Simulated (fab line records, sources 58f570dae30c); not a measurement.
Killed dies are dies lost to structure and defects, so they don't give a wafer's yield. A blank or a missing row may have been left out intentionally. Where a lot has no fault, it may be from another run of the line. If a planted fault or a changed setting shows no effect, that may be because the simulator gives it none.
The tool behind it: which one? | flow berkeley cmos170 | 14 lots, 42 wafers sampled, at 5 steps of a route of 331

WHAT THE GAUGES SHOWED, per wafer
UCB170_SCREENOX_THK_MEAS_02. Usual: SCREENOX_OXIDE_THK 14.41 nm, standard deviation 0.24.
lot  | measured     | on            | SCREENOX_OXIDE_THK (nm) | flag
L804 | day 6 12:40  | film metro-02 | 14.31 14.68 14.27       |
L805 | day 6 12:40  | film metro-01 | 13.81 14.11 14.07       |
L803 | day 6 12:38  | film metro-04 | 14.01 13.99 13.72       |
L808 | day 6 23:41  | film metro-01 | 14.65 14.40 14.35       |
L806 | day 6 23:38  | film metro-02 | 14.33 14.06 14.59       |
L809 | day 7 13:02  | film metro-01 | 14.14 14.13 14.14       |
L810 | day 7 13:02  | film metro-04 | 14.38 14.32 14.36       |
L812 | day 7 22:43  | film metro-02 | 14.39 14.39 14.42       |
L811 | day 7 22:43  | film metro-04 | 14.32 14.33 14.27       |
L815 | day 8 06:36  | film metro-04 | 14.60 14.58 14.46       |
L816 | day 8 20:37  | film metro-01 | 14.39 14.63 14.40       |
L819 | day 9 07:58  | film metro-01 | 10.54 10.99 10.67       | OFF
L818 | day 9 08:02  | film metro-04 | 10.43 10.48 10.67       | OFF
L826 | day 11 01:56 | film metro-04 | 14.54 14.59 14.48       |

UCB170_PVT_OVL_MEAS_06. Usual: PVT_OVL 3 nm, standard deviation 5.2.
lot  | measured     | on         | PVT_OVL (nm) | flag
L804 | day 6 22:34  | overlay-02 | 2 4 10       |
L805 | day 6 23:02  | overlay-02 | 4 1 1        |
L803 | day 6 22:47  | overlay-02 | -3 -5 -1     |
L808 | day 7 08:13  | overlay-02 | -9 -5 -2     |
L806 | day 7 07:47  | overlay-02 | 7 -4 2       |
L809 | day 7 21:59  | overlay-02 | -5 1 -6      |
L810 | day 7 22:32  | overlay-02 | 9 1 5        |
L812 | day 8 08:31  | overlay-02 | 0 7 5        |
L811 | day 8 06:25  | overlay-02 | 7 0 3        |
L815 | day 8 17:13  | overlay-02 | 0 -6 -2      |
L816 | day 9 05:38  | overlay-02 | 9 0 -8       |
L819 | day 9 16:48  | overlay-02 | -6 5 -5      |
L818 | day 9 16:31  | overlay-01 | 2 3 5        |
L826 | day 11 10:25 | overlay-01 | -1 7 8       |

UCB170_GATE_THK_MEAS_05. Usual: GATE_POLY_THK 214.9 nm, standard deviation 1.8.
lot  | measured     | on            | GATE_POLY_THK (nm) | flag
L804 | day 7 12:13  | film metro-02 | 214.1 212.6 212.6  |
L805 | day 7 12:13  | film metro-04 | 213.4 214.4 213.9  |
L803 | day 7 12:12  | film metro-03 | 213.0 214.4 211.8  |
L808 | day 7 19:18  | film metro-03 | 217.6 215.5 217.5  |
L806 | day 7 19:18  | film metro-04 | 211.9 210.1 210.4  |
L809 | day 8 12:13  | film metro-04 | 217.2 218.9 216.3  |
L810 | day 8 12:13  | film metro-03 | 214.8 215.6 215.6  |
L812 | day 8 20:35  | film metro-04 | 217.0 217.0 216.9  |
L811 | day 8 20:35  | film metro-03 | 216.4 215.9 217.0  |
L815 | day 9 07:03  | film metro-03 | 214.4 214.8 213.2  |
L816 | day 9 16:35  | film metro-03 | 213.7 214.9 214.1  |
L819 | day 10 10:20 | film metro-02 | 214.0 216.1 214.8  |
L818 | day 10 10:20 | film metro-03 | 215.9 216.3 216.3  |
L826 | day 11 20:34 | film metro-03 | 213.2 213.5 211.2  |

WHICH TOOL RAN EACH LOT (tool, then ch and the chambers of the sampled wafers, then the start)
lot  | UCB170_PFIELD_STRIP_08              | UCB170_SCREENOX_OXIDATION_01
L804 | plasma asher-04 ch 0,1, day 5 09:05 | furnace-01 ch 0, day 6 10:58
L805 | plasma asher-01 ch 0,1, day 5 09:22 | furnace-01 ch 0, day 6 10:58
L803 | plasma asher-04 ch 0,1, day 5 09:35 | furnace-01 ch 0, day 6 10:58
L808 | plasma asher-04 ch 0,1, day 5 20:25 | furnace-01 ch 0, day 6 21:58
L806 | plasma asher-01 ch 0,1, day 5 20:42 | furnace-01 ch 0, day 6 21:58
L809 | plasma asher-01 ch 0, day 6 08:16   | furnace-04 ch 0, day 7 11:22
L810 | plasma asher-03 ch 0,1, day 6 08:40 | furnace-04 ch 0, day 7 11:22
L812 | plasma asher-01 ch 0,1, day 6 23:29 | furnace-04 ch 0, day 7 21:02
L811 | plasma asher-03 ch 0,1, day 6 23:31 | furnace-04 ch 0, day 7 21:02
L815 | plasma asher-01 ch 0,1, day 7 05:04 | furnace-01 ch 0, day 8 04:55
L816 | plasma asher-03 ch 0,1, day 7 19:33 | furnace-04 ch 0, day 8 18:55
L819 | plasma asher-03 ch 0,1, day 8 03:15 | furnace-04 ch 0, day 9 06:17
L818 | plasma asher-04 ch 0,1, day 8 03:20 | furnace-04 ch 0, day 9 06:17
L826 | plasma asher-01 ch 0,1, day 9 17:41 | furnace-02 ch 0, day 11 00:16
- UCB170_PFIELD_STRIP_08: strips in O2.
- UCB170_SCREENOX_OXIDATION_01: target thk 14.4 nm, ox time 2400 s.

WHAT THE TOOLS THEMSELVES READ (means of the sampled wafers that have a number; where no wafer has one, the mark that the record gives instead)
UCB170_PFIELD_STRIP_08. Usual: drypump motor current A 5.6 A, standard deviation 0.36; o2 flow sccm 400.1 sccm, standard deviation 1.2; oes product au 0.734 a.u., standard deviation 0.0047; strip time to endpoint s 21.62 s, standard deviation 0.065.
lot  | tool            | drypump motor current A (A) | o2 flow sccm (sccm) | oes product au (a.u.) | strip time to endpoint s (s) | flag
L804 | plasma asher-04 | 6.0                         | 400.3               | 0.732                 | 21.65                        |
L805 | plasma asher-01 | 5.2                         | 400.7               | 0.737                 | 21.66                        |
L803 | plasma asher-04 | 6.0                         | 400.0               | 0.733                 | 21.70                        |
L808 | plasma asher-04 | 6.2                         | 400.6               | 0.739                 | 21.52                        |
L806 | plasma asher-01 | 5.2                         | 400.4               | 0.735                 | 21.68                        |
L809 | plasma asher-01 | 5.3                         | 399.8               | 0.735                 | 21.62                        |
L810 | plasma asher-03 | 5.7                         | 400.5               | 0.734                 | 21.65                        |
L812 | plasma asher-01 | 5.1                         | 398.7               | 0.737                 | 21.61                        |
L811 | plasma asher-03 | 5.7                         | 399.1               | 0.731                 | 21.64                        |
L815 | plasma asher-01 | 5.2                         | 400.9               | 0.737                 | 21.65                        |
L816 | plasma asher-03 | 5.7                         | 399.5               | 0.731                 | 21.66                        |
L819 | plasma asher-03 | 5.7                         | 399.5               | 0.732                 | 21.66                        |
L818 | plasma asher-04 | 6.1                         | 399.7               | 0.735                 | 21.44                        |
L826 | plasma asher-01 | 5.2                         | 399.7               | 0.734                 | 21.56                        |

UCB170_SCREENOX_OXIDATION_01. Usual: spike tc centre C 902.2 C, standard deviation 1.1; spike tc load C 923.1 C, standard deviation 1.4; spike tc source C 925.0 C, standard deviation 1.7; tube center temp C 900.00 C, standard deviation 0.096; tube_center_temp_C_max 902.4, standard deviation 0.39; zone power centre pct 39.9 %, standard deviation 2.2.
lot  | tool       | spike tc centre C (C) | spike tc load C (C) | spike tc source C (C) | tube center temp C (C) | tube_center_temp_C_max | zone power centre pct (%) | flag
L804 | furnace-01 | 902.2                 | 921.8               | 925.6                 | 900.01                 | 902.0                  | 37.6                      |
L805 | furnace-01 | 901.4                 | 921.9               | 926.7                 | 900.03                 | 902.5                  | 37.5                      |
L803 | furnace-01 | 901.7                 | 921.8               | 925.7                 | 899.94                 | 902.4                  | 37.0                      |
L808 | furnace-01 | 902.0                 | 921.7               | 926.1                 | 899.90                 | 902.4                  | 37.2                      |
L806 | furnace-01 | 902.4                 | 920.9               | 926.5                 | 900.04                 | 902.4                  | 37.4                      |
L809 | furnace-04 | 902.6                 | 922.9               | 924.7                 | 899.97                 | 902.4                  | 41.7                      |
L810 | furnace-04 | 902.4                 | 923.9               | 925.3                 | 900.08                 | 903.0                  | 42.0                      |
L812 | furnace-04 | 902.0                 | 924.4               | 924.8                 | 900.05                 | 902.8                  | 42.0                      |
L811 | furnace-04 | 902.5                 | 924.7               | 924.0                 | 899.96                 | 902.2                  | 41.7                      |
L815 | furnace-01 | 900.6                 | 922.2               | 926.0                 | 900.00                 | 902.6                  | 37.5                      |
L816 | furnace-04 | 902.9                 | 924.5               | 925.6                 | 899.93                 | 902.2                  | 41.7                      |
L819 | furnace-04 | 875.4                 | 896.7               | 897.5                 | 872.74                 | 875.0                  | 40.6                      | OFF
L818 | furnace-04 | 874.6                 | 896.8               | 896.1                 | 872.69                 | 874.7                  | 40.2                      | OFF
L826 | furnace-02 | 904.4                 | 920.3               | 919.0                 | 899.92                 | 902.3                  | 37.4                      | OFF

THE ANSWER, worked out from the rows above alone
Rule: lot off if the mean of its wafers having a number is beyond 3 standard deviations from the usual mean. Also off: a lot with no number at a reading for which 4 or more lots have one. All remaining lots with rows at the step are treated as sound. Order of review: gauges by route order, followed by the tools' own readings, for which a lot's mean as printed above is used. At the first step where some lot is off, the reading lying furthest off is the one used; lots without a number count as furthest.
Off: L819, L818, at UCB170_SCREENOX_THK_MEAS_02 (SCREENOX_OXIDE_THK).
A tool fits if, at a process step before that reading, it ran every lot that is off, and no sound lot after the first of them. The gauges at UCB170_SCREENOX_THK_MEAS_02 aren't tried: what is off there is off at UCB170_SCREENOX_OXIDATION_01 too, on other tools, and a gauge's error can't cause that. One fits: furnace-04 at UCB170_SCREENOX_OXIDATION_01. Its last sound lot is L816 (day 8 18:55), its first lot that is off L818 (day 9 06:17): a fault that began between those two fits.
The tool's own readings at UCB170_SCREENOX_OXIDATION_01 bear it out: on the lots that are off they differ by more than 5 times the standard deviation of the sound lots' means. spike tc centre C reads 875.0 C there against 902.3 C on the sound lots; spike tc load C reads 896.8 C there against 922.6 C on the sound lots; spike tc source C reads 896.8 C there against 925.0 C on the sound lots; tube center temp C reads 872.72 C there against 899.99 C on the sound lots; tube_center_temp_C_max reads 874.9 there against 902.4 on the sound lots.

WHAT THE SIMULATOR PUT IN
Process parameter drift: furnace-04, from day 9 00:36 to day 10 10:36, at UCB170_SCREENOX_OXIDATION_01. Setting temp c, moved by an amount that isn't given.
Lots struck among those shown: L819, L818. The rule given above showed the same thing.
